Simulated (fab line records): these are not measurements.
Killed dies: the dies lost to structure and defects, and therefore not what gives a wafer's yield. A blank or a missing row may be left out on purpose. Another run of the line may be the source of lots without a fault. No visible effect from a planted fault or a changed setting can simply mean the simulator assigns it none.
Split-lot trial + flow berkeley cmos170 + on a route of 331 steps: 5 lots, 23 wafers read

== ON THE SPLIT ==
At UCB170_BACKSIDE_COAT_01 (resist thk 900 nm), the setting resist thk nm was moved away from the recipe's 900 nm on 5 of the 23 wafers read, by +4.2% to +5.8%. The other wafers ran this setting at the recipe's value.

The reading is taken at the split's own step.

== THE READING ==
KrF_of_BACKSIDE_COAT_01.thk nm (the simulator's own value, which no gauge read), in nm, at UCB170_BACKSIDE_COAT_01 (resist thk 900 nm). No usual value for it is given in the file. Here, 18 wafers ran the recipe; their average is 898.5 nm with a standard deviation of 2.8 nm.

| wafer  | tool, chamber at the split | resist thk nm as run, nm | against the recipe | KrF_of_BACKSIDE_COAT_01.thk nm, nm | against lot-mates on the recipe |
|--------|----------------------------|--------------------------|--------------------|------------------------------------|---------------------------------|
| L075.1 | litho track-01, 0          | 900                      | recipe             | 895.7                              | -                               |
| L075.2 | litho track-01, 0          | 900                      | recipe             | 894                                | -                               |
| L075.3 | litho track-01, 0          | 900                      | recipe             | 895.1                              | -                               |
| L075.4 | litho track-01, 0          | 900                      | recipe             | 897.9                              | -                               |
| L075.5 | litho track-01, 0          | 900                      | recipe             | 894.1                              | -                               |
| L077.1 | litho track-02, 0          | 900                      | recipe             | 900.5                              | -                               |
| L077.2 | litho track-02, 0          | 900                      | recipe             | 899                                | -                               |
| L077.4 | litho track-02, 0          | 900                      | recipe             | 897.4                              | -                               |
| L077.5 | litho track-02, 0          | 900                      | recipe             | 897.9                              | -                               |
| L077.6 | litho track-02, 0          | 900                      | recipe             | 898.9                              | -                               |
| L078.1 | litho track-04, 0          | 900                      | recipe             | 900.9                              | -                               |
| L078.6 | litho track-04, 0          | 900                      | recipe             | 900.9                              | -                               |
| L078.3 | litho track-04, 0          | 900                      | recipe             | 903.8                              | -                               |
| L081.1 | litho track-04, 0          | 900                      | recipe             | 899.3                              | -                               |
| L081.2 | litho track-04, 0          | 951.9                    | +5.8%              | 953.1                              | +52.0                           |
| L081.3 | litho track-04, 0          | 951.9                    | +5.8%              | 953                                | +51.9                           |
| L081.5 | litho track-04, 0          | 900                      | recipe             | 902.8                              | -                               |
| L081.6 | litho track-04, 0          | 900                      | recipe             | 901.3                              | -                               |
| L085.1 | litho track-01, 0          | 938                      | +4.2%              | 938                                | +41.2                           |
| L085.3 | litho track-01, 0          | 900                      | recipe             | 895.3                              | -                               |
| L085.4 | litho track-01, 0          | 900                      | recipe             | 898.3                              | -                               |
| L085.5 | litho track-01, 0          | 938                      | +4.2%              | 940.5                              | +43.7                           |
| L085.6 | litho track-01, 0          | 938                      | +4.2%              | 936.1                              | +39.3                           |

THE FIT
A straight line over all 23 wafers: KrF_of_BACKSIDE_COAT_01.thk nm changes by +9.43 nm for each +1% of resist thk nm; r = +0.99; the points scatter about the line by 2.7 nm.
The same after taking each lot's own level away (the mean of its wafers on the recipe; 23 wafers): +9.34 nm for each +1%; r = +1.00; scatter 1.7 nm.
Per that fit: largest resist thk nm move, reading shift of 54 nm.
The lots' own levels span 895.36 to 901.87 nm, that is 2.3 times the standard deviation above.
The two slopes agree, so the slope changes little with the lot-to-lot level.
Check: +54.7 nm against its lot-mates is what the line predicts for one of the wafers moved furthest among these (+5.8%) when that wafer is left out of the fit. Against them it came out at +52 nm.

== THE OTHER SPLITS THESE WAFERS WENT THROUGH ==
These wafers also went through other splits before the reading. Each is held against what the fit with the lots' levels taken away leaves over:
| other split on the same wafers   | wafers away from the commonest value | r with KrF_of_BACKSIDE_COAT_01.thk nm (lot level and that fit taken away) |
|----------------------------------|--------------------------------------|---------------------------------------------------------------------------|
| UCB170_PSD_EXPOSE_03 dose mj     | 8                                    | -0.47                                                                     |
| UCB170_NSD_COAT_01 resist thk nm | 5                                    | +0.22                                                                     |

== THE WHOLE CHAIN: every reading that the file lists as answering this split, in the file's order ==
| step                     | what it does      | reading                                                                         | change (the file's fit)              | r (the file's) |
|--------------------------|-------------------|---------------------------------------------------------------------------------|--------------------------------------|----------------|
| UCB170_BACKSIDE_COAT_01  | resist thk 900 nm | KrF_of_BACKSIDE_COAT_01.thk nm (the simulator's own value, which no gauge read) | +9.28 nm for each +1% of the setting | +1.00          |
| UCB170_BACKSIDE_STRIP_03 | strips in O2      | strip time to endpoint s                                                        | withheld for each +1% of the setting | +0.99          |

== FILE'S OWN FIT ==
KrF_of_BACKSIDE_COAT_01.thk nm changes by +9.28 nm for each +1% of resist thk nm, r = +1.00.
